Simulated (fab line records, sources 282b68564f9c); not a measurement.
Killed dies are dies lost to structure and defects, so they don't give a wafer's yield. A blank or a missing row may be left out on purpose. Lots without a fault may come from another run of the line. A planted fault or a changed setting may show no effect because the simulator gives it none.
Which tool did it? | flow rit_cmos | 15 lots, 45 wafers sampled, at 1 step of a route of 202

WHAT THE GAUGES READ, wafer by wafer
The record holds no reading of a measuring or inspecting step that can be judged against a usual standard deviation.

WHICH TOOL RAN EACH LOT (tool, then ch and the chambers of the sampled wafers, then the start)
lot  | RIT_PLDD_EXPOSE_03
L820 | iline_stepper-02 ch 0, day 2 22:44
L821 | iline_stepper-02 ch 0, day 3 01:01
L822 | iline_stepper-01 ch 0, day 3 06:19
L823 | iline_stepper-02 ch 0, day 3 11:29
L824 | iline_stepper-02 ch 0, day 3 15:13
L825 | iline_stepper-01 ch 0, day 3 19:13
L826 | iline_stepper-02 ch 0, day 4 03:14
L828 | iline_stepper-02 ch 0, day 4 12:33
L830 | iline_stepper-02 ch 0, day 4 21:34
L831 | iline_stepper-02 ch 0, day 5 07:02
L832 | iline_stepper-02 ch 0, day 5 10:05
L833 | iline_stepper-02 ch 0, day 5 13:03
L834 | iline_stepper-01, day 5 17:43
L835 | iline_stepper-02, day 5 23:46
L836 | iline_stepper-02, day 6 06:44
- RIT_PLDD_EXPOSE_03: exposes mask M8, target cd 40900 nm.

WHAT THE TOOLS THEMSELVES READ (means of the sampled wafers that have a number; where no wafer has one, the mark that the record gives instead)
RIT_PLDD_EXPOSE_03. Usual: exposure_dose_mJ_cm2 250.00, standard deviation 0.23; focus_offset_nm 0.1 nm, standard deviation 0.59.
lot  | tool             | exposure_dose_mJ_cm2 | focus_offset_nm (nm) | flag
L820 | iline_stepper-02 | 249.89               | -0.2                 |
L821 | iline_stepper-02 | 249.57               | 0.0                  |
L822 | iline_stepper-01 | 250.05               | -0.8                 |
L823 | iline_stepper-02 | 250.09               | 0.8                  |
L824 | iline_stepper-02 | 249.90               | 0.1                  |
L825 | iline_stepper-01 | 250.02               | 0.9                  |
L826 | iline_stepper-02 | 249.83               | -0.4                 |
L828 | iline_stepper-02 | 249.83               | -0.1                 |
L830 | iline_stepper-02 | 249.93               | -0.6                 |
L831 | iline_stepper-02 | 250.10               | 0.2                  |
L832 | iline_stepper-02 | 250.04               | -0.3                 |
L833 | iline_stepper-02 | 250.05               | 0.1                  |
L834 | iline_stepper-01 | -                    | -                    | OFF
L835 | iline_stepper-02 | -                    | -                    | OFF
L836 | iline_stepper-02 | -                    | -                    | OFF

THE ANSWER, worked out from the rows above alone
Rule: a lot is off if the mean of its wafers that have a number lies more than 3 standard deviations from the usual mean. A lot without any number at a reading at which 4 lots or more have one is off too. The other lots that the step has rows for count as sound. The gauges are gone through in route order, then the tools' own readings, and for those a lot's mean is taken as printed above. The first step at which some lot is off is used, and at that step the reading that is off furthest; a lot without a number counts as furthest.
Off: L834, L835, L836, at RIT_PLDD_EXPOSE_03 (exposure_dose_mJ_cm2). Without a number there: L834, L835, L836.
A tool fits if, at that step or a process step before it, it ran every lot that is off, and no sound lot after the first of them. None of those tried fits.

WHAT THE SIMULATOR HAD PUT IN
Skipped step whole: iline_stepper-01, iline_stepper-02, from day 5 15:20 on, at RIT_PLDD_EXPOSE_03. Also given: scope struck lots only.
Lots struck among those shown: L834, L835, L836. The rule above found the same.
